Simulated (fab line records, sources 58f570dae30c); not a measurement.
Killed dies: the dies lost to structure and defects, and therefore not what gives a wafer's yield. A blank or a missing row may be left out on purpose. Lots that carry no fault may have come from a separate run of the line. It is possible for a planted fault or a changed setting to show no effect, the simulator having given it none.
Which tool is to blame? -- flow berkeley-cmos170 -- 40 wafers from 14 lots sampled at 5 of the route's 331 steps

## WHAT THE GAUGES READ, wafer by wafer
UCB170_FIELD_THK_MEAS_90.
lot,measured,on,FIELD_OXIDE_LEFT_1_THK (nm)
L881,day 5 09:21,film-metro-03,431 425 425
L882,day 5 09:20,film-metro-02,438 428 437
L883,day 5 16:37,film-metro-04,458 443 450
L884,day 5 23:18,film-metro-04,450 458 443
L886,day 6 16:00,film-metro-04,438 442 438
L888,day 6 23:28,film-metro-03,440 436 437
L889,day 6 23:25,film-metro-03,434 423 422
L890,day 6 23:28,film-metro-04,425 426 422
L893,day 8 06:24,film-metro-03,423
L894,day 8 06:18,film-metro-03,433 437 423
L897,day 8 17:50,film-metro-04,435 436 433
L898,day 8 22:33,film-metro-04,469 461 471
L899,day 9 11:03,film-metro-04,442 444 448
L901,day 10 03:26,film-metro-02,446 456 449

UCB170_V2_CD_MEAS_12 targets a cd of 700 nm.
lot,measured,on,cd-nm (nm)
L881,day 7 22:17,cd-sem-02,701.1 699.5 699.8
L882,day 7 21:34,cd-sem-02,699.6 699.6 699.0
L883,day 8 13:06,cd-sem-02,702.7 702.2 702.5
L884,day 8 13:24,cd-sem-01,699.6 700.2 699.5
L886,day 9 09:01,cd-sem-02,698.5 698.4 700.4
L888,day 9 18:55,cd-sem-02,699.0 699.2 698.3
L889,day 9 19:14,cd-sem-01,698.2 697.8 697.5
L890,day 9 19:56,cd-sem-02,699.6 697.4 697.7
L893,day 11 07:32,cd-sem-01,740.0 740.2
L894,day 11 00:29,cd-sem-01,743.6 744.9 742.5 743.5 744.4 742.0
L897,day 11 16:06,cd-sem-01,700.9 700.8 702.4
L898,day 12 02:50,cd-sem-02,703.2 703.5 702.5
L899,day 12 09:20,cd-sem-01,699.7 699.2 699.9
L901,day 12 20:26,cd-sem-02,697.5 698.1 698.4

UCB170_M3_CD_MEAS_90 targets a cd of 700 nm.
lot,measured,on,cd-nm (nm)
L881,day 8 01:47,cd-sem-02,693.2 696.0 694.3
L882,day 8 00:42,cd-sem-01,703.1 703.3 702.9
L883,day 8 16:19,cd-sem-02,695.8 696.3 699.9
L884,day 8 16:39,cd-sem-01,697.1 698.0 695.7
L886,day 9 11:58,cd-sem-01,699.6 698.4 696.5
L888,day 9 22:13,cd-sem-02,700.7 698.7 695.5
L889,day 9 22:31,cd-sem-02,699.3 702.6 697.3
L890,day 9 23:13,cd-sem-01,698.2 696.8 697.7
L893,day 11 12:54,cd-sem-02,694.2
L894,day 11 11:21,cd-sem-02,702.0 699.3 697.8
L897,day 11 20:47,cd-sem-01,696.5 699.3 695.7
L898,day 12 06:07,cd-sem-02,695.4 695.5 697.3
L899,day 12 12:35,cd-sem-01,696.5 698.9 697.0
L901,day 12 23:47,cd-sem-02,700.5 700.2 697.5

## WHAT TOOL EACH LOT RAN ON (gives the tool, then ch and the chambers of the sampled wafers, and finally the start)
lot,UCB170_PFIELD_STRIP_08,UCB170_V2_EXPOSE_09
L881,"plasma-asher-03 ch 0,1, day 4 20:00","krf-scanner-01 ch 0, day 7 21:54"
L882,"plasma-asher-04 ch 0, day 4 20:38","krf-scanner-02 ch 0, day 7 21:05"
L883,"plasma-asher-03 ch 0,1, day 5 04:23","krf-scanner-01 ch 0, day 8 12:38"
L884,"plasma-asher-01 ch 0,1, day 5 09:43","krf-scanner-02 ch 0, day 8 13:01"
L886,"plasma-asher-04 ch 1, day 6 03:02","krf-scanner-02 ch 0, day 9 08:23"
L888,"plasma-asher-04 ch 0,1, day 6 09:37","krf-scanner-02 ch 0, day 9 18:31"
L889,"plasma-asher-01 ch 0,1, day 6 09:53","krf-scanner-01 ch 0, day 9 18:50"
L890,"plasma-asher-01 ch 0,1, day 6 10:10","krf-scanner-02 ch 0, day 9 19:33"
L893,"plasma-asher-03 ch 1, day 7 16:37","krf-scanner-01 ch 0, day 11 07:08"
L894,"plasma-asher-01 ch 0,1, day 7 16:49","krf-scanner-01 ch 0, day 11 00:03"
L897,"plasma-asher-04 ch 0,1, day 8 04:22","krf-scanner-02 ch 0, day 11 15:38"
L898,"plasma-asher-04 ch 0,1, day 8 08:12","krf-scanner-02 ch 0, day 12 02:14"
L899,"plasma-asher-01 ch 0,1, day 8 18:26","krf-scanner-02 ch 0, day 12 08:56"
L901,"plasma-asher-01 ch 0,1, day 9 09:40","krf-scanner-02 ch 0, day 12 19:43"
- UCB170_PFIELD_STRIP_08: strips in O2.
- UCB170_V2_EXPOSE_09: exposes mask VIA2, target cd 700 nm.

## AS READ BY THE TOOLS THEMSELVES (means over the sampled wafers that have a number; for cases with no such wafer, the mark the record gives instead)
UCB170_PFIELD_STRIP_08.
lot,tool,drypump-motor-current-A (A),oes-product-au (a.u.),strip-time-to-endpoint-s (s)
L881,plasma-asher-03,6.2,0.734,21.62
L882,plasma-asher-04,5.5,0.736,21.68
L883,plasma-asher-03,6.1,0.728,21.58
L884,plasma-asher-01,5.2,0.735,21.65
L886,plasma-asher-04,5.9,0.738,21.61
L888,plasma-asher-04,5.8,0.734,21.63
L889,plasma-asher-01,5.5,0.735,21.56
L890,plasma-asher-01,5.2,0.732,21.69
L893,plasma-asher-03,5.8,0.736,21.73
L894,plasma-asher-01,5.2,0.737,21.70
L897,plasma-asher-04,5.8,0.729,21.69
L898,plasma-asher-04,5.7,0.735,21.63
L899,plasma-asher-01,5.5,0.732,21.57
L901,plasma-asher-01,5.2,0.737,21.66

UCB170_V2_EXPOSE_09.
lot,tool,exposure-dose-mJ-cm2,reticle-temp-C (C)
L881,krf-scanner-01,36.99,23.20
L882,krf-scanner-02,36.97,23.15
L883,krf-scanner-01,36.97,22.94
L884,krf-scanner-02,37.01,22.91
L886,krf-scanner-02,37.00,22.98
L888,krf-scanner-02,36.95,22.92
L889,krf-scanner-01,37.00,23.17
L890,krf-scanner-02,36.97,22.88
L893,krf-scanner-01,46.49,22.84
L894,krf-scanner-01,47.55,23.04
L897,krf-scanner-02,37.02,22.81
L898,krf-scanner-02,36.97,23.08
L899,krf-scanner-02,36.99,22.86
L901,krf-scanner-02,36.94,23.15

## THE ANSWER, worked out from the rows above alone
Rule: the lots themselves supply what counts as usual. Put in order of their means at a reading, lots are off if they are a third of the lots or fewer, leave a main group of 4 or more, and stand apart from it by a gap of 3 or more times the standard deviation of the main group's means; of several such gaps the widest counts. A main group whose means are all the same, to the digits that the tables above print for the reading, isn't used. Also off: a lot with no number at a reading for which 4 or more lots have one. The other lots that the step has rows for count as sound. Order of review: gauges by route order, followed by the tools' own readings, for which a lot's mean as printed above is used. The first step at which some lot is off is used, and at that step the reading that is off furthest; a lot without a number counts as furthest.
Off: L893, L894 (UCB170_V2_CD_MEAS_12, cd-nm). Main group: mean 699.8 nm, sd 1.6.
A tool fits if, at a process step before that reading, it ran every lot that is off, and no sound lot after the first of them. The gauges at UCB170_V2_CD_MEAS_12 aren't tried: what is off there is off at UCB170_V2_EXPOSE_09 too, on other tools, and a gauge's error can't cause that. One fits: UCB170_V2_EXPOSE_09 on krf-scanner-01. Its last sound lot is L889 (day 9 18:50), its first lot that is off L894 (day 11 00:03): a fault that began between those two fits.
The tool's own readings at UCB170_V2_EXPOSE_09 bear it out: on the lots that are off they differ by more than 5 times the standard deviation of the sound lots' means. exposure-dose-mJ-cm2 reads 47.02 there against 36.98 on the sound lots.

## WHAT WAS PUT IN BY THE SIMULATOR
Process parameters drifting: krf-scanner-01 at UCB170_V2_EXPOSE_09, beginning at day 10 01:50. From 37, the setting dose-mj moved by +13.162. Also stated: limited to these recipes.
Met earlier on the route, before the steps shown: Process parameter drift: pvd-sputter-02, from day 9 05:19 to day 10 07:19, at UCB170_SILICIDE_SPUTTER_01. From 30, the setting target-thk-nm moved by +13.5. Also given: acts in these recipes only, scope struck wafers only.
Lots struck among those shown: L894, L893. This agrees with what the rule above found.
